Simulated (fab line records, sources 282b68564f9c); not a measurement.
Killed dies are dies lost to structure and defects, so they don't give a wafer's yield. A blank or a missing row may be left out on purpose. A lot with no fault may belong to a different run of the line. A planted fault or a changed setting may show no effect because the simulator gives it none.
The tool behind it: which one?	flow rit cmos	42 wafers from 14 lots sampled at 6 of the route's 202 steps

WHAT THE GAUGES READ, wafer by wafer
RIT_ACTIVE_THK_MEAS_04. Usual: for ACTIVE_NITRIDE_THK the level is 150.0 nm and the standard deviation is 1.7.
lot	measured	on	ACTIVE_NITRIDE_THK (nm)	flag
L506	day 1 18:32	film metro-02	149.7 149.2 148.2	
L507	day 1 23:33	film metro-01	149.3 151.1 149.0	
L508	day 2 04:32	film metro-02	152.7 152.8 152.3	
L509	day 2 09:32	film metro-01	151.4 151.7 150.6	
L510	day 2 14:32	film metro-01	149.2 151.3 149.8	
L513	day 3 05:32	film metro-03	151.5 151.0 152.1	
L514	day 3 10:50	film metro-03	150.8 151.2 151.1	
L517	day 4 01:32	film metro-02	151.7 151.1 151.4	
L518	day 4 07:36	film metro-03	147.0 146.6 148.0	
L519	day 4 11:33	film metro-03	151.6 151.3 150.4	
L522	day 5 02:33	film metro-02	148.6 148.0 149.3	
L524	day 5 12:32	film metro-02	149.0 148.4 149.1	
L526	day 5 22:32	film metro-02	149.8 149.8 147.3	
L527	day 6 03:32	film metro-02	148.6 149.5 150.9	

RIT_PRETRO_OVL_MEAS_06. Usual: for PRETRO_OVL the level is 0.2 nm and the standard deviation is 1.3.
lot	measured	on	PRETRO_OVL (nm)	flag
L506	day 2 12:08	overlay-02	-2.8 0.2 0.0	
L507	day 2 18:19	overlay-01	-0.3 0.6 2.6	
L508	day 2 22:55	overlay-02	0.5 -0.1 1.2	
L509	day 3 04:05	overlay-01	-0.5 1.2 0.9	
L510	day 3 11:07	overlay-01	1.1 -1.0 0.3	
L513	day 3 23:52	overlay-02	1.3 -1.2 -1.6	
L514	day 4 03:52	overlay-01	-1.1 0.1 -0.2	
L517	day 4 20:20	overlay-01	-1.8 -1.5 -0.3	
L518	day 5 00:39	overlay-02	0.2 0.0 -0.1	
L519	day 5 04:43	overlay-02	0.7 -1.8 -0.2	
L522	day 5 19:20	overlay-02	0.0 1.0 0.9	
L524	day 6 06:10	overlay-01	0.2 -1.4 1.9	
L526	day 6 16:28	overlay-01	-0.6 2.1 1.3	
L527	day 6 20:50	overlay-02	1.7 1.0 1.2	

RIT_M1_RS_MEAS_01: the measuring method here is four-point-probe. Usual: for M1_AL_RS the level is 0.0734 ohm/sq and the standard deviation is 0.0011.
lot	measured	on	M1_AL_RS (ohm/sq)	flag
L506	day 3 11:10	film metro-02	0.0727 0.0749 0.0741	
L507	day 3 20:19	film metro-03	0.0732 0.0725 0.0721	
L508	day 3 21:43	film metro-01	0.0737 0.0722 0.0742	
L509	day 4 01:42	film metro-02	0.0740 0.0734 0.0737	
L510	day 4 09:53	film metro-03	0.0722 0.0741 0.0745	
L513	day 4 23:28	film metro-01	0.0727 0.0717 0.0726	
L514	day 5 02:39	film metro-03	0.0743 0.0726 0.0732	
L517	day 5 20:13	film metro-03	0.0726 0.0722 0.0723	
L518	day 5 23:26	film metro-02	0.0728 0.0756 0.0747	
L519	day 6 05:29	film metro-02	0.0729 0.0711 0.0724	
L522	day 6 17:00	film metro-02	0.0655 0.0666 0.0650	OFF
L524	day 7 06:18	film metro-03	0.0659 0.0656 0.0657	OFF
L526	day 7 14:20	film metro-01	0.0666 0.0655 0.0661	OFF
L527	day 7 20:10	film metro-01	0.0740 0.0740 0.0741	

RIT_M1_THK_MEAS_02: measures by xrf. Usual: for M1_AL_THK the level is 396 nm and the standard deviation is 6.4.
lot	measured	on	M1_AL_THK (nm)	flag
L506	day 3 11:17	film metro-02	397 384 388	
L507	day 3 20:26	film metro-03	397 400 402	
L508	day 3 21:50	film metro-01	395 403 394	
L509	day 4 01:49	film metro-02	390 394 391	
L510	day 4 10:01	film metro-03	400 389 389	
L513	day 4 23:35	film metro-01	402 407 403	
L514	day 5 02:45	film metro-03	392 402 398	
L517	day 5 20:19	film metro-03	399 401 402	
L518	day 5 23:33	film metro-02	396 382 386	
L519	day 6 05:35	film metro-02	397 405 401	
L522	day 6 17:06	film metro-02	441 435 445	OFF
L524	day 7 06:25	film metro-03	440 442 441	OFF
L526	day 7 14:27	film metro-01	436 444 442	OFF
L527	day 7 20:16	film metro-01	396 393 391	

RIT_M1_CD_MEAS_09: the cd target is 2600 nm. Usual: 2599.3 nm for cd nm, sd 2.2.
lot	measured	on	cd nm (nm)	flag
L506	day 3 12:13	cd sem-01	2599.1 2599.0 2600.3	
L507	day 3 21:31	cd sem-01	2597.5 2597.1 2598.5	
L508	day 3 22:46	cd sem-02	2602.6 2600.2 2600.2	
L509	day 4 02:53	cd sem-01	2597.8 2598.5 2599.2	
L510	day 4 11:05	cd sem-02	2600.8 2599.1 2598.4	
L513	day 5 00:53	cd sem-02	2598.0 2597.8 2595.3	
L514	day 5 03:50	cd sem-01	2597.3 2596.9 2599.4	
L517	day 5 21:27	cd sem-02	2596.0 2599.5 2598.1	
L518	day 6 00:37	cd sem-01	2600.2 2602.9 2601.1	
L519	day 6 06:42	cd sem-02	2601.7 2598.6 2600.9	
L522	day 6 18:11	cd sem-02	2599.5 2599.5 2601.6	
L524	day 7 07:26	cd sem-02	2599.5 2603.1 2600.6	
L526	day 7 15:23	cd sem-02	2602.5 2601.2 2599.7	
L527	day 7 21:13	cd sem-02	2600.5 2597.6 2599.8	

TOOL THAT RAN EACH LOT (tool first, then ch and the chambers of the sampled wafers, then the start)
lot	RIT_M1_SPUTTER_00
L506	pvd sputter-02, day 3 10:52
L507	pvd sputter-04, day 3 20:01
L508	pvd sputter-02, day 3 21:25
L509	pvd sputter-03, day 4 01:25
L510	pvd sputter-02, day 4 09:36
L513	pvd sputter-03, day 4 23:11
L514	pvd sputter-02, day 5 02:19
L517	pvd sputter-04, day 5 19:53
L518	pvd sputter-02, day 5 23:08
L519	pvd sputter-04, day 6 05:09
L522	pvd sputter-02, day 6 16:40
L524	pvd sputter-02, day 7 06:01
L526	pvd sputter-02, day 7 14:02
L527	pvd sputter-03, day 7 19:51
- RIT_M1_SPUTTER_00: material Al, target thk 400 nm, time 500 s.

AS READ BY THE TOOLS THEMSELVES (means over the sampled wafers that have a number; for cases with no such wafer, the mark the record gives instead)
RIT_M1_SPUTTER_00. Usual: 29.8 % for throttle valve pct, sd 0.82.
lot	tool	throttle valve pct (%)	flag
L506	pvd sputter-02	30.1	
L507	pvd sputter-04	29.4	
L508	pvd sputter-02	30.3	
L509	pvd sputter-03	28.9	
L510	pvd sputter-02	30.1	
L513	pvd sputter-03	29.9	
L514	pvd sputter-02	30.1	
L517	pvd sputter-04	30.2	
L518	pvd sputter-02	30.1	
L519	pvd sputter-04	29.6	
L522	pvd sputter-02	29.5	
L524	pvd sputter-02	29.2	
L526	pvd sputter-02	29.8	
L527	pvd sputter-03	29.7	

THE ANSWER, worked out from the rows above alone
Rule: lot off if the mean of its wafers having a number is beyond 3 standard deviations from the usual mean. Also off: a lot with no number at a reading for which 4 or more lots have one. The other lots that the step has rows for count as sound. The gauges are gone through in route order, then the tools' own readings, and for those a lot's mean is taken as printed above. The first step at which some lot is off is used, and at that step the reading that is off furthest; a lot without a number counts as furthest.
Off: L522, L524, L526, at RIT_M1_RS_MEAS_01 (M1_AL_RS).
A tool fits if, at a process step before that reading, it ran every lot that is off, and no sound lot after the first of them. The gauges at RIT_M1_RS_MEAS_01 are tried like those tools. One fits: pvd sputter-02 at RIT_M1_SPUTTER_00. Its last sound lot is L518 (day 5 23:08), its first lot that is off L522 (day 6 16:40): a fault that began between those two fits.

WHAT THE SIMULATOR PUT IN
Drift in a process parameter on pvd sputter-02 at RIT_M1_SPUTTER_00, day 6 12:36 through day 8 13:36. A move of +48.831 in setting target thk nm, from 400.
Shown lots that were struck: L522, L524, L526. The rule given above showed the same thing.
